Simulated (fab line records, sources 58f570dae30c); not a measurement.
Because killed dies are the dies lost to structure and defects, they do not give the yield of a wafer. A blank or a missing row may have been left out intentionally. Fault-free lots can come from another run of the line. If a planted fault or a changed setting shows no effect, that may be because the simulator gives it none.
Code-filled problem report in 8D (eight disciplines) form ; flow berkeleyCmos170 ; the parts of the form that need people (team, actions taken, sign-off) are left out

## 1. PROBLEM STATEMENT
At UCB170_PLDD_IMPLANT_09, beamEnergyKeV averages 9.760 over 6 wafers from 2 lots, while fault-free wafers read 9.999, standard deviation 0.0032. Measured from the usual mean, that is -75 standard deviations.
Seen first at day 10 17:31 on implanter-02, wafer L668.1. The record has a number at this step for 18 wafers belonging to 6 lots. By rule, "out" or "out of limits" means more than 4 standard deviations away from the usual mean. The rest of the wafers with a number are treated as sound.

## 2. WHAT IT IS AND WHAT IT IS NOT
question;is;is not
which readings at this step;beamEnergyKeV;-
which lots;L667, L668;L652, L656, L657, L672
which wafers of those lots;all that have a number;-
read on which tools;implanter-02;implanter-03, implanter-04
when;from day 10 17:31;"up to then (9 sound wafers); but 3 sound wafers of L672 came after"

## 3. THE SUSPECTS, EACH WITH WHAT RULES IT OUT
Counting: a tool at a process step up to the reading stays a suspect if it ran every lot that is out and no sound lot after the first of them.
- implanter-02 at UCB170_PLDD_IMPLANT_09: kept. It ran every lot that is out, first L668 (day 10 17:31), and no sound lot after that; its last sound lot up to then is L656 (day 8 12:29). Its own beamEnergyKeV readings are out on those wafers.
After counting, what remains is implanter-02 at UCB170_PLDD_IMPLANT_09.

## 4. THE CAUSE (what the simulator had put in)
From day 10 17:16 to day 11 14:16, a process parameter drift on implanter-02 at UCB170_PLDD_IMPLANT_09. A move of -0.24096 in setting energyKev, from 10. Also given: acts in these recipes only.
Counting left only this tool.

## 5. SEQUENCE OF EFFECTS, ordered by route
Each row: a reading whose mean over the struck wafers that have a number lies more than 3 standard deviations from the usual. Scope: only readings with a usual standard deviation given in the record; hours: median across lots of the time from each lot's start at the first step in this table that gives one to its start at this step; sigmas: change in usual standard deviations.
hours;step;reading;usual;on struck wafers;change;sigmas
0;UCB170_PLDD_IMPLANT_09;beamEnergyKeV;9.999;9.760;-0.239;-75
The process steps in it:
- UCB170_PLDD_IMPLANT_09

## 6. HOW IT WOULD HAVE BEEN CAUGHT EARLIER
In this record the first reading out of limits was taken at day 10 17:31, 0 hours after the fault began at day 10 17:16.
